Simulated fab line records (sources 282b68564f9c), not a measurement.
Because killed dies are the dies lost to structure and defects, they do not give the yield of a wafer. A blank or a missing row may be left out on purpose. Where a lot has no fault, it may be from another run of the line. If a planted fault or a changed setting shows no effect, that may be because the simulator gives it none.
One fault through the eyes of 2 desks ; flow rit-cmos ; each desk has only its own numbers; what lay behind them comes last

## FROM THE METROLOGY DESK
Lot by lot, what the gauges showed, no matter which tool ran the lot: averages of those sampled wafers that carry a number. A lot is out of limits, marked OUT, if its mean lies more than 4 standard deviations from the usual mean; the brackets give that distance.
Columns: A = PSD_TW at RIT_PSD_TW_MEAS_10, usual 3380; B = PSD_RS at RIT_SDANNEAL_RS_MEAS_04, usual 115.9 ohm/sq
lot;first seen here;A;B
L592;day 3 02:43;3382;115.5
L593;day 3 08:33;3410;116.0
L596;day 3 21:25;3380;115.9
L597;day 4 03:52;3378;115.8
L601;day 4 22:10;3475 (+4.8) OUT;112.0 (-13) OUT
L602;day 5 04:04;3467 (+4.4) OUT;112.2 (-12) OUT
L603;day 5 09:33;3365;116.0
L604;day 5 14:22;3380;115.9
L605;day 5 20:56;3387;115.7
L607;day 6 08:04;3412;116.1
L608;day 6 11:20;3349;116.1
L612;day 7 07:05;3361;116.3
L613;day 7 12:09;3404;116.0
L615;day 7 23:05;3382;116.1
This desk finds L601, L602 out of limits, with the earliest case on L601 at day 4 22:10 (PSD_TW at RIT_PSD_TW_MEAS_10). L592, L593, L596, L597, L603, L604, L605, L607, L608, L612, L613, L615: within limits.

## TOOL OWNER'S DESK, implanter-01
For each lot that ran on this tool, the mean over its sampled wafers that have a number, from the tool's own readings at RIT_PSD_IMPLANT_08. A lot is out of limits, marked OUT, if its mean lies more than 4 standard deviations from the usual mean; the brackets give that distance.
Columns: A = beam-on-s at RIT_PSD_IMPLANT_08, usual 12.7 s; B = dose-ions-cm2 at RIT_PSD_IMPLANT_08, usual 5e+15
lot;first seen here;A;B
L593;day 3 08:13;13.7;5e+15
L596;day 3 21:07;13.8;5e+15
L597;day 4 03:34;13.9;5e+15
L601;day 4 21:52;18.4 (+4.1) OUT;7e+15 (+99 or more) OUT
L602;day 5 03:46;18.9 (+4.4) OUT;7e+15 (+99 or more) OUT
This desk's finding: out of limits on L601, L602; first on L601, day 4 21:52 (beam-on-s at RIT_PSD_IMPLANT_08). L593, L596, L597: within limits.

## PUT TOGETHER
On L601, L602, at day 4 21:52, an alarm was possible from the tool owner's desk.
Metrology desk: alarm possible at day 4 22:10 on L601, L602.
Every lot named ran RIT_PSD_IMPLANT_08 on implanter-01.

## WHAT THE SIMULATOR PUT IN
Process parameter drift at RIT_PSD_IMPLANT_08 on implanter-01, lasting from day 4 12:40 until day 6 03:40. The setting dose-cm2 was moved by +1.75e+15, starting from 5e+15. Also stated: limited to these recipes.
Lots struck among those shown: L601, L602.
Fault start to first reading out of limits, in hours, per desk: tool owner, 9; metrology, 9.
